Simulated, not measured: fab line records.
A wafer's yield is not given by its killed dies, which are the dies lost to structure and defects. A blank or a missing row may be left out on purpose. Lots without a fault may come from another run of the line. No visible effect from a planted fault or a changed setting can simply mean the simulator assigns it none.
Check for tools in common | flow berkeley-cmos170 | 39 wafers sampled across 13 lots

## REASON FOR OPENING
At UCB170_NWELL_THK_MEAS_05 the reading NWELL_NITRIDE_THK is flagged on 1 of 13 lots. No-fault wafers: 224.0 nm, standard deviation 2.3.
Rule: a lot is flagged when every wafer of it that has a number lies more than 4 standard deviations from that mean, or none has a number. The rest of the lots are taken to be sound.

lot  | measured    | on            | NWELL_NITRIDE_THK (nm), wafer by wafer | flag
L321 | day 2 06:28 | film-metro-04 | 222.3 223.4 224.3                      |
L322 | day 2 10:43 | film-metro-01 | 223.6 223.6 222.1                      |
L323 | day 2 17:27 | film-metro-04 | 222.0 222.5 221.3                      |
L324 | day 2 18:43 | film-metro-04 | 224.2 223.8 223.6                      |
L326 | day 3 09:49 | film-metro-03 | 223.7 221.9 222.1                      |
L325 | day 3 09:49 | film-metro-01 | 222.9 222.1 224.4                      |
L327 | day 3 13:41 | film-metro-04 | 219.9 220.7 218.5                      |
L330 | day 3 22:29 | film-metro-01 | 228.3 226.4 226.3                      |
L332 | day 4 05:20 | film-metro-04 | 225.5 226.4 224.9                      |
L334 | day 4 17:16 | film-metro-03 | 242.0 243.1 243.0                      | FLAGGED
L337 | day 5 14:22 | film-metro-03 | 225.1 224.8 224.3                      |
L338 | day 5 14:25 | film-metro-01 | 226.1 228.2 228.0                      |
L342 | day 6 08:14 | film-metro-01 | 227.5 228.1 228.4                      |
The mean of the flagged lots' numbers is 242.7 nm, +18.7 nm from the usual (+8 standard deviations).

## EACH LOT AND THE TOOL IT RAN ON
The record keeps 1 process step preceding the reading, out of 331 steps on the route. Read each cell as the tool, then ch plus the chambers that the sampled wafers visited, then the start.
lot  | flag    | UCB170_NWELL_CVD_04
L321 |         | lpcvd-02 ch 0, day 2 03:33
L322 |         | lpcvd-02 ch 1, day 2 07:48
L323 |         | lpcvd-01 ch 1, day 2 15:31
L324 |         | lpcvd-02 ch 0, day 2 16:46
L326 |         | lpcvd-02 ch 1, day 3 07:53
L325 |         | lpcvd-02 ch 0, day 3 07:53
L327 |         | lpcvd-02 ch 0, day 3 11:44
L330 |         | lpcvd-01 ch 1, day 3 20:33
L332 |         | lpcvd-01 ch 1, day 4 03:23
L334 | FLAGGED | lpcvd-02 ch 0, day 4 15:20
L337 |         | lpcvd-01 ch 1, day 5 12:26
L338 |         | lpcvd-01 ch 1, day 5 12:26
L342 |         | lpcvd-01 ch 1, day 6 06:19
What these steps do:
- UCB170_NWELL_CVD_04: deposits Si3N4 from SiH2Cl2/NH3, target thk 224 nm, time 3360 s.
- UCB170_NWELL_THK_MEAS_05

## FLAGGED OVER TOTAL, TOOL BY TOOL (the gauges that took the reading come last)
step                     | tool          | lots run | flagged | share of the flagged lots | sound lots run after its first flagged lot
UCB170_NWELL_CVD_04      | lpcvd-01      | 6        | 0       | none                      | -
UCB170_NWELL_CVD_04      | lpcvd-02      | 7        | 1       | all                       | 0
UCB170_NWELL_THK_MEAS_05 | film-metro-01 | 5        | 0       | none                      | -
UCB170_NWELL_THK_MEAS_05 | film-metro-03 | 3        | 1       | all                       | 1 (L337)
UCB170_NWELL_THK_MEAS_05 | film-metro-04 | 5        | 0       | none                      | -

## WHAT IS ALLOWED BY THE TABLE
lpcvd-02 at UCB170_NWELL_CVD_04 and film-metro-03 at UCB170_NWELL_THK_MEAS_05 are the 2 rows of the table that ran each flagged lot.
- lpcvd-02 at UCB170_NWELL_CVD_04 ran 7 lots, 1 of them flagged. Its last sound lot is L327 (day 3 11:44), its first flagged lot L334 (day 4 15:20): a fault that began between those two fits.
- film-metro-03 at UCB170_NWELL_THK_MEAS_05 ran 3 lots, 1 of them flagged. Sound lots ran on it after the first flagged one (L337), which a lasting fault on the whole tool wouldn't allow.
Left over: one tool, lpcvd-02 at UCB170_NWELL_CVD_04.

## WHAT THE SIMULATOR HAD INSERTED
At UCB170_NWELL_CVD_04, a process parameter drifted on lpcvd-02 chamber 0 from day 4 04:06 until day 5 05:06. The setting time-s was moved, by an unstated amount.
Lots struck among those shown: L334. The same result came from the rule above.
